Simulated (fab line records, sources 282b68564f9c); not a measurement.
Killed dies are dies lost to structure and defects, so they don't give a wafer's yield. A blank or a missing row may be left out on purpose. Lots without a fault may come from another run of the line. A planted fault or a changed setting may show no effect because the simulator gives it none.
Which tool did it? | flow rit_cmos | 13 lots, 39 wafers sampled, at 3 steps of a route of 202

WHAT THE GAUGES READ, wafer by wafer
RIT_PLDD_OVL_MEAS_06. Usual: PLDD_OVL 0.0 nm, standard deviation 1.1.
lot  | measured    | on         | PLDD_OVL (nm)  | flag
L651 | day 2 19:08 | overlay-02 | 0.6 1.8 0.9    |
L652 | day 3 00:37 | overlay-02 | 1.3 0.7 -0.5   |
L653 | day 3 04:36 | overlay-01 | -0.3 -0.4 0.5  |
L654 | day 3 10:32 | overlay-02 | 1.4 -0.8 1.2   |
L655 | day 3 14:25 | overlay-02 | -0.5 -0.8 -0.9 |
L656 | day 3 19:27 | overlay-01 | -0.9 -0.8 -0.3 |
L657 | day 4 01:10 | overlay-01 | -1.2 -0.7 0.9  |
L659 | day 4 11:34 | overlay-01 | -1.7 -0.4 -0.4 |
L660 | day 4 15:32 | overlay-01 | 1.7 1.7 0.0    |
L661 | day 4 20:40 | overlay-01 | 0.4 1.2 1.7    |
L662 | day 5 01:08 | overlay-01 | - - -          | OFF
L664 | day 5 11:37 | overlay-01 | -1.3 0.3 -0.3  |
L674 | day 7 15:08 | overlay-01 | -1.4 1.2 -2.1  |

RIT_PLDD_TW_MEAS_10. Usual: PLDD_TW 2345, standard deviation 23.
lot  | measured    | on            | PLDD_TW        | flag
L651 | day 2 19:38 | film_metro-01 | 2363 2364 2346 |
L652 | day 3 01:08 | film_metro-03 | 2357 2351 2374 |
L653 | day 3 05:07 | film_metro-01 | 2350 2357 2352 |
L654 | day 3 11:02 | film_metro-03 | 2350 2375 2362 |
L655 | day 3 14:56 | film_metro-01 | 2341 2334 2348 |
L656 | day 3 19:58 | film_metro-01 | 2348 2357 2347 |
L657 | day 4 01:41 | film_metro-03 | 2379 2376 2379 |
L659 | day 4 12:05 | film_metro-01 | 2340 2360 2354 |
L660 | day 4 16:04 | film_metro-03 | 2371 2370 2377 |
L661 | day 4 21:11 | film_metro-01 | 2359 2359 2338 |
L662 | day 5 01:39 | film_metro-03 | 30 31 30       | OFF
L664 | day 5 12:08 | film_metro-04 | 2318 2321 2318 |
L674 | day 7 15:39 | film_metro-04 | 2330 2324 2322 |

WHICH TOOL RAN EACH LOT (tool, then ch and the chambers of the sampled wafers, then the start)
lot  | RIT_PLDD_EXPOSE_03
L651 | iline_stepper-01 ch 0, day 2 18:44
L652 | iline_stepper-01 ch 0, day 3 00:13
L653 | iline_stepper-01 ch 0, day 3 04:12
L654 | iline_stepper-01 ch 0, day 3 10:08
L655 | iline_stepper-01 ch 0, day 3 14:01
L656 | iline_stepper-02 ch 0, day 3 19:04
L657 | iline_stepper-01 ch 0, day 4 00:47
L659 | iline_stepper-02 ch 0, day 4 11:10
L660 | iline_stepper-02 ch 0, day 4 15:10
L661 | iline_stepper-02 ch 0, day 4 20:16
L662 | iline_stepper-01 ch 0, day 5 00:45
L664 | iline_stepper-01 ch 0, day 5 11:15
L674 | iline_stepper-02 ch 0, day 7 14:45
- RIT_PLDD_EXPOSE_03: exposes mask M8, target cd 40900 nm.

WHAT THE TOOLS THEMSELVES READ (means of the sampled wafers that have a number; where no wafer has one, the mark that the record gives instead)
RIT_PLDD_EXPOSE_03. Usual: exposure_dose_mJ_cm2 249.98, standard deviation 0.21.
lot  | tool             | exposure_dose_mJ_cm2 | flag
L651 | iline_stepper-01 | 249.91               |
L652 | iline_stepper-01 | 250.18               |
L653 | iline_stepper-01 | 249.91               |
L654 | iline_stepper-01 | 250.04               |
L655 | iline_stepper-01 | 249.84               |
L656 | iline_stepper-02 | 249.92               |
L657 | iline_stepper-01 | 249.92               |
L659 | iline_stepper-02 | 249.98               |
L660 | iline_stepper-02 | 249.93               |
L661 | iline_stepper-02 | 249.96               |
L662 | iline_stepper-01 | 249.97               |
L664 | iline_stepper-01 | 250.14               |
L674 | iline_stepper-02 | 250.20               |

THE ANSWER, worked out from the rows above alone
Rule: a lot is off if the mean of its wafers that have a number lies more than 3 standard deviations from the usual mean. A lot without any number at a reading at which 4 lots or more have one is off too. The other lots that the step has rows for count as sound. The gauges are gone through in route order, then the tools' own readings, and for those a lot's mean is taken as printed above. The first step at which some lot is off is used, and at that step the reading that is off furthest; a lot without a number counts as furthest.
Off: L662, at RIT_PLDD_OVL_MEAS_06 (PLDD_OVL). Without a number there: L662.
A tool fits if, at a process step before that reading, it ran every lot that is off, and no sound lot after the first of them. The gauges at RIT_PLDD_OVL_MEAS_06 aren't tried: what is off there is off at RIT_PLDD_TW_MEAS_10 too, on other tools, and a gauge's error can't cause that. None of those tried fits.

WHAT THE SIMULATOR HAD PUT IN
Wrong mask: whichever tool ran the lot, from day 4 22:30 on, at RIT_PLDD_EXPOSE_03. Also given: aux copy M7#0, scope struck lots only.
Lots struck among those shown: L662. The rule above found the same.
